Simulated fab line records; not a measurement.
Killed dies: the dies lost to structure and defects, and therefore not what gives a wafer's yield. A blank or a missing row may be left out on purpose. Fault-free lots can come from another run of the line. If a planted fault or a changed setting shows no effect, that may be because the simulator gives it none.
Commonality check across tools :: flow ritCmos :: 15 lots and 45 wafers in the sample

## WHAT PROMPTED THE OPENING
Of 15 lots, 3 have the reading NRETRO_TW flagged at RIT_NRETRO_TW_MEAS_10. Fault-free wafers read 1046, with a standard deviation of 6.8.
Rule: a lot is flagged in two cases, either no wafer of it has a number, or all its wafers with numbers fall more than 4 standard deviations from that mean. All remaining lots are regarded as sound.

lot: L643
measured: day 2 12:38
on: filmMetro-03
NRETRO_TW, wafer by wafer: 1036 1037 1041
flag: 

lot: L644
measured: day 2 16:15
on: filmMetro-01
NRETRO_TW, wafer by wafer: 1056 1056 1058
flag: 

lot: L645
measured: day 2 20:54
on: filmMetro-04
NRETRO_TW, wafer by wafer: 1052 1046 1043
flag: 

lot: L646
measured: day 3 10:06
on: filmMetro-03
NRETRO_TW, wafer by wafer: 1046 1045 1047
flag: 

lot: L647
measured: day 3 15:16
on: filmMetro-03
NRETRO_TW, wafer by wafer: 1047 1042 1043
flag: 

lot: L648
measured: day 3 21:43
on: filmMetro-04
NRETRO_TW, wafer by wafer: 1046 1043 1042
flag: 

lot: L650
measured: day 4 03:39
on: filmMetro-04
NRETRO_TW, wafer by wafer: 1053 1044 1043
flag: 

lot: L651
measured: day 4 08:44
on: filmMetro-04
NRETRO_TW, wafer by wafer: 999 1001 1000
flag: FLAGGED

lot: L652
measured: day 4 09:11
on: filmMetro-04
NRETRO_TW, wafer by wafer: 1046 1044 1043
flag: 

lot: L653
measured: day 4 19:37
on: filmMetro-04
NRETRO_TW, wafer by wafer: 1001 1000 1001
flag: FLAGGED

lot: L654
measured: day 4 22:22
on: filmMetro-01
NRETRO_TW, wafer by wafer: 1016 1014 1018
flag: FLAGGED

lot: L656
measured: day 5 06:34
on: filmMetro-03
NRETRO_TW, wafer by wafer: 1044 1039 1035
flag: 

lot: L661
measured: day 6 08:28
on: filmMetro-03
NRETRO_TW, wafer by wafer: 1046 1047 1047
flag: 

lot: L662
measured: day 6 12:13
on: filmMetro-04
NRETRO_TW, wafer by wafer: 1049 1046 1054
flag: 

lot: L665
measured: day 7 02:46
on: filmMetro-04
NRETRO_TW, wafer by wafer: 1037 1036 1040
flag: 
Average over the flagged lots: 1006; offset from the usual -40, equal to -6 standard deviations.

## WHICH TOOL RAN EACH LOT
2 process steps preceding the reading are held in the record, out of 202 steps in the route. Every cell lists first the tool, next ch and the chambers used by the sampled wafers, and last the start.
lot: L643
flag: 
RIT_ACTIVE_STRIP_14: plasmaAsher-03 ch 0,1, day 1 20:43
RIT_NRETRO_IMPLANT_08: implanter-02 ch 0, day 2 12:19

lot: L644
flag: 
RIT_ACTIVE_STRIP_14: plasmaAsher-02 ch 0,1, day 2 01:25
RIT_NRETRO_IMPLANT_08: implanter-02 ch 0, day 2 15:55

lot: L645
flag: 
RIT_ACTIVE_STRIP_14: plasmaAsher-01 ch 0,1, day 2 05:50
RIT_NRETRO_IMPLANT_08: implanter-03 ch 0, day 2 20:14

lot: L646
flag: 
RIT_ACTIVE_STRIP_14: plasmaAsher-02 ch 0,1, day 2 10:50
RIT_NRETRO_IMPLANT_08: implanter-03 ch 0, day 3 09:47

lot: L647
flag: 
RIT_ACTIVE_STRIP_14: plasmaAsher-03 ch 0,1, day 2 16:17
RIT_NRETRO_IMPLANT_08: implanter-01 ch 0, day 3 14:57

lot: L648
flag: 
RIT_ACTIVE_STRIP_14: plasmaAsher-01 ch 0,1, day 2 22:14
RIT_NRETRO_IMPLANT_08: implanter-02 ch 0, day 3 21:25

lot: L650
flag: 
RIT_ACTIVE_STRIP_14: plasmaAsher-02 ch 0,1, day 3 09:55
RIT_NRETRO_IMPLANT_08: implanter-01 ch 0, day 4 03:20

lot: L651
flag: FLAGGED
RIT_ACTIVE_STRIP_14: plasmaAsher-01 ch 0,1, day 3 13:57
RIT_NRETRO_IMPLANT_08: implanter-02 ch 0, day 4 08:25

lot: L652
flag: 
RIT_ACTIVE_STRIP_14: plasmaAsher-02 ch 0,1, day 3 18:18
RIT_NRETRO_IMPLANT_08: implanter-03 ch 0, day 4 08:54

lot: L653
flag: FLAGGED
RIT_ACTIVE_STRIP_14: plasmaAsher-03 ch 0,1, day 3 22:24
RIT_NRETRO_IMPLANT_08: implanter-02 ch 0, day 4 19:17

lot: L654
flag: FLAGGED
RIT_ACTIVE_STRIP_14: plasmaAsher-02 ch 0,1, day 4 05:16
RIT_NRETRO_IMPLANT_08: implanter-02 ch 0, day 4 22:03

lot: L656
flag: 
RIT_ACTIVE_STRIP_14: plasmaAsher-01 ch 0,1, day 4 12:54
RIT_NRETRO_IMPLANT_08: implanter-01 ch 0, day 5 06:17

lot: L661
flag: 
RIT_ACTIVE_STRIP_14: plasmaAsher-03 ch 0, day 5 15:29
RIT_NRETRO_IMPLANT_08: implanter-03 ch 0, day 6 08:08

lot: L662
flag: 
RIT_ACTIVE_STRIP_14: plasmaAsher-03 ch 0,1, day 5 19:54
RIT_NRETRO_IMPLANT_08: implanter-01 ch 0, day 6 11:53

lot: L665
flag: 
RIT_ACTIVE_STRIP_14: plasmaAsher-01 ch 0,1, day 6 09:53
RIT_NRETRO_IMPLANT_08: implanter-03 ch 0, day 7 02:28
What the steps here do:
- RIT_ACTIVE_STRIP_14: strips in O2, time 180 s.
- RIT_NRETRO_IMPLANT_08
- RIT_NRETRO_TW_MEAS_10

## FLAGGED AGAINST TOTAL, ONE TOOL AT A TIME (gauges that did the reading follow at the end)
step: RIT_ACTIVE_STRIP_14
tool: plasmaAsher-01
lots run: 5
flagged: 1
share of the flagged lots: some
sound lots run after its first flagged lot: 2 (L656,L665)

step: RIT_ACTIVE_STRIP_14
tool: plasmaAsher-02
lots run: 5
flagged: 1
share of the flagged lots: some
sound lots run after its first flagged lot: 0

step: RIT_ACTIVE_STRIP_14
tool: plasmaAsher-03
lots run: 5
flagged: 1
share of the flagged lots: some
sound lots run after its first flagged lot: 2 (L661,L662)

step: RIT_NRETRO_IMPLANT_08
tool: implanter-01
lots run: 4
flagged: 0
share of the flagged lots: none
sound lots run after its first flagged lot: -

step: RIT_NRETRO_IMPLANT_08
tool: implanter-02
lots run: 6
flagged: 3
share of the flagged lots: all
sound lots run after its first flagged lot: 0

step: RIT_NRETRO_IMPLANT_08
tool: implanter-03
lots run: 5
flagged: 0
share of the flagged lots: none
sound lots run after its first flagged lot: -

step: RIT_NRETRO_TW_MEAS_10
tool: filmMetro-01
lots run: 2
flagged: 1
share of the flagged lots: some
sound lots run after its first flagged lot: 0

step: RIT_NRETRO_TW_MEAS_10
tool: filmMetro-03
lots run: 5
flagged: 0
share of the flagged lots: none
sound lots run after its first flagged lot: -

step: RIT_NRETRO_TW_MEAS_10
tool: filmMetro-04
lots run: 8
flagged: 2
share of the flagged lots: some
sound lots run after its first flagged lot: 3 (L652,L662,L665)

## WHAT THE TABLE ALLOWS
Rows of the table that ran each flagged lot: 1, that is implanter-02 at RIT_NRETRO_IMPLANT_08.
- implanter-02 at RIT_NRETRO_IMPLANT_08: 3 of its 6 lots flagged. It ran its last sound lot, L648, at day 3 21:25 and its first flagged lot, L651, at day 4 08:25: a fault with its onset between the two fits. Its own readings (doseIonsCm2, faradayCurrentUA) fall more than 4 standard deviations out on all wafers of the flagged lots.
What remains is a single tool, implanter-02 at RIT_NRETRO_IMPLANT_08.

## WHAT THE SIMULATOR HAD INSERTED
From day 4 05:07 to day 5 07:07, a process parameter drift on implanter-02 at RIT_NRETRO_IMPLANT_08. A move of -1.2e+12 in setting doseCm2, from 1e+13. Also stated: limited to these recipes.
Lots struck among those shown: L651, L653, L654. This agrees with what the rule above found.
